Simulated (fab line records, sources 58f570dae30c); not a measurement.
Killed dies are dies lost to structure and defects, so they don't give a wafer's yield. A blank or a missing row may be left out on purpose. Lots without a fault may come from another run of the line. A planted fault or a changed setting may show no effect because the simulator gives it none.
Which tool did it? | flow berkeley_cmos170 | 7 lots, 21 wafers sampled, at 3 steps of a route of 331

WHAT THE GAUGES READ, wafer by wafer
UCB170_CONTACT_OVL_MEAS_16.
lot  | measured     | on         | CONTACT_OVL (nm)
L417 | day 8 16:49  | overlay-02 | 2 0 -6
L415 | day 8 18:11  | overlay-02 | 4 0 3
L421 | day 9 20:08  | overlay-01 | 7 2 4
L423 | day 9 20:31  | overlay-01 | -1 -1 4
L425 | day 10 20:58 | overlay-01 | -5 0 -4
L429 | day 11 06:42 | overlay-02 | 259 256 257 261 258 258
L431 | day 11 18:37 | overlay-01 | 255 253 256 256 255 257

WHICH TOOL RAN EACH LOT (tool, then ch and the chambers of the sampled wafers, then the start)
lot  | UCB170_SDANNEAL_RTA_00           | UCB170_CONTACT_EXPOSE_12
L417 | rtp_anneal-02 ch 0, day 8 11:23  | krf_scanner-01 ch 0, day 8 16:06
L415 | rtp_anneal-02 ch 0, day 8 11:37  | krf_scanner-02 ch 0, day 8 17:31
L421 | rtp_anneal-02 ch 0, day 9 13:35  | krf_scanner-01 ch 0, day 9 19:17
L423 | rtp_anneal-01 ch 0, day 9 14:08  | krf_scanner-02 ch 0, day 9 19:58
L425 | rtp_anneal-02 ch 0, day 10 14:53 | krf_scanner-01 ch 0, day 10 20:28
L429 | rtp_anneal-02 ch 0, day 11 01:57 | krf_scanner-02 ch 0, day 11 06:12
L431 | rtp_anneal-01 ch 0, day 11 13:29 | krf_scanner-02 ch 0, day 11 18:07
- UCB170_SDANNEAL_RTA_00: time 10 s.
- UCB170_CONTACT_EXPOSE_12: exposes mask CONT, target cd 700 nm.

THE ANSWER, worked out from the rows above alone
Rule: what is usual is taken from the lots themselves. Put in order of their means at a reading, lots are off if they are a third of the lots or fewer, leave a main group of 4 or more, and stand apart from it by a gap of 3 or more times the standard deviation of the main group's means; of several such gaps the widest counts. A main group whose means are all the same, to the digits that the tables above print for the reading, isn't used. A lot without any number at a reading at which 4 lots or more have one is off too. The other lots that the step has rows for count as sound.
Off: L429, L431, at UCB170_CONTACT_OVL_MEAS_16 (CONTACT_OVL). The main group: mean 1 nm, standard deviation 2.6.
A tool fits if, at a process step before that reading, it ran every lot that is off, and no sound lot after the first of them. The gauges at UCB170_CONTACT_OVL_MEAS_16 are tried like those tools. One fits: krf_scanner-02 at UCB170_CONTACT_EXPOSE_12. Its last sound lot is L423 (day 9 19:58), its first lot that is off L429 (day 11 06:12): a fault that began between those two fits.

WHAT THE SIMULATOR HAD PUT IN
Scanner matching overlay: krf_scanner-02, from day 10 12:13 on, at UCB170_CONTACT_EXPOSE_12. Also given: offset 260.
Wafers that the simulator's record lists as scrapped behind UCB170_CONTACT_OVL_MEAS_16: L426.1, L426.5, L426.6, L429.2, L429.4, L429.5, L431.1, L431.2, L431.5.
Lots struck among those shown: L429, L431. The rule above found the same.
